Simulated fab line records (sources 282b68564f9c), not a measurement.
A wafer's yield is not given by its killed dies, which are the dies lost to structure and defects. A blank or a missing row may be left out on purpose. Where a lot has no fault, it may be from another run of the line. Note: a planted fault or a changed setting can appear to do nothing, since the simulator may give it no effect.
Struck lot and sound lot, side by side	flow ritCmos	15 steps out of a route of 202
Sound: the wafers L584.1, L584.2, L584.4. Struck: wafers L599.1, L599.2, L599.4. The cause is given at the end.
For every step that has rows: the tool of each side, followed by ch and its chambers, followed by its first start. Under that, the readings that differ: sound wafers	struck wafers	difference of the means	sigmas: that difference in standard deviations of wafers without a fault.
alike: words and numbers the same on both sides, and readings whose means are apart by under 2 such deviations; not compared: readings that were withheld, readings missing a value for some wafer, numbers with overlapping values and no deviation given by the record, and bounds like >300 which may hide the same value.
The two part at a step that has a row with sigmas, a row that says differs or no value, or rows on one side only. When numbers do not overlap yet have no deviation, they are printed without sigmas and do not part them. A reading missing from all wafers of one side parts the sides only when that side holds two or more wafers.

first, 2 steps without rows for these wafers: RIT_NLDD_PEB_04; RIT_NLDD_DEVELOP_05 (develop time 50 s).
RIT_NLDD_OVL_MEAS_06:
  sound on overlay-01 at day 3 00:01; struck on overlay-02 at day 6 01:10
  alike: NLDD_OVL
then, 2 steps without rows for these wafers: RIT_NLDD_HARDBAKE_07 (time 60 s); RIT_NLDD_IMPLANT_08.
RIT_NLDD_STRIP_09: strips in O2, time 180 s.
  sound on plasmaAsher-03 ch 0,1, day 3 00:21; struck on plasmaAsher-04 ch 0,1, day 6 01:31
  alike: drypumpMotorCurrentA
  not compared: rfHoursCounterH
RIT_NLDD_TW_MEAS_10:
  sound on filmMetro-02 at day 3 00:31; struck on filmMetro-02 at day 6 01:41
  alike: NLDD_TW
then, 5 steps without rows for these wafers: RIT_PLDD_HMDS_00 (prime time 60 s); RIT_PLDD_COAT_01 (resist thk 1000 nm); RIT_PLDD_SOFTBAKE_02 (time 60 s); RIT_PLDD_EXPOSE_03 (exposes mask M8, target cd 40900 nm); RIT_PLDD_PEB_04.
RIT_PLDD_DEVELOP_05: develop time 50 s.
  sound on lithoTrack-01 ch 0, day 3 01:00; struck on lithoTrack-01 ch 0, day 6 02:00
reading	sound	struck	difference	sigmas
developerTempC (C)	22.92 22.96 22.88	22.15 22.25 22.15	-0.74	-8
RIT_PLDD_OVL_MEAS_06:
  sound on overlay-01 at day 3 01:26; struck on overlay-02 at day 6 02:35
  alike: PLDD_OVL
RIT_M1_PROBE_99:
  sound on prober-01 at day 3 15:16; struck on prober-01 at day 6 16:25
  alike: killedAtFrontEnd, killedDies, killedOpen, killedShort

WHERE THEY PART
Only at RIT_PLDD_DEVELOP_05, within this record. Later steps at which nothing parts them and some readings are alike: RIT_PLDD_OVL_MEAS_06, RIT_M1_PROBE_99.

WHY: the cause the simulator had injected
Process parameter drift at RIT_PLDD_DEVELOP_05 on lithoTrack-01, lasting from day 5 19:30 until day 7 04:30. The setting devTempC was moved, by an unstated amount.
